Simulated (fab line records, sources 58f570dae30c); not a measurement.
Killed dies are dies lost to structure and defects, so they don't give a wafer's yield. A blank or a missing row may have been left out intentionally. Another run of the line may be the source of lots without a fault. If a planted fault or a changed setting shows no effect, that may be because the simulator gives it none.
Chamber matching -- flow berkeley_cmos170 -- 4 sister chambers for UCB170_V1_CMP_02 on cmp-02
The step polishes SiO2. 8 wafers are shown with their chamber, then 8 later ones without.

## WAFERS, EACH WITH ITS CHAMBER
wafer,chamber,motor_current_A (A)
L216.1,1,18.4
L218.6,3,18.2
L228.3,3,18.4
L228.5,0,18.9
L229.1,2,14.1
L229.4,1,17.0
L229.6,0,20.7
L233.2,2,14.6

## WAFERS WITH NO CHAMBER GIVEN
wafer,motor_current_A (A)
L233.4,17.8
L233.6,13.3
L232.1,17.4
L232.4,14.1
L232.5,16.9
L234.4,19.9
L234.5,17.1
L234.6,14.1

## CHAMBER TAKEN BY EACH
wafer,from the rows above,in truth
L233.4,can't be placed: 1 or 3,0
L233.6,2,2
L232.1,can't be placed: 1 or 3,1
L232.4,2,2
L232.5,can't be placed: 1 or 3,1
L234.4,can't be placed: 0 or 3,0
L234.5,can't be placed: 1 or 3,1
L234.6,2,2
3 of 8 placed correctly. These rows do not allow placing 5 (true chamber among the candidates in 4). Placed wrongly: 0.
How it was worked out, from the rows above alone: a wafer's distance from a chamber is the root of the sum, over the readings, of the square of ((its reading less the chamber's mean) divided by the reading's scatter). If the next closest chamber is less than 2 further off than the closest, the wafer can't be placed; otherwise it belongs to the closest. Each chamber's mean is taken over the wafers shown for it. The scatter: the root of (the sum of the squares of (reading less its chamber's mean) over the shown wafers, divided by (wafers less chambers)).
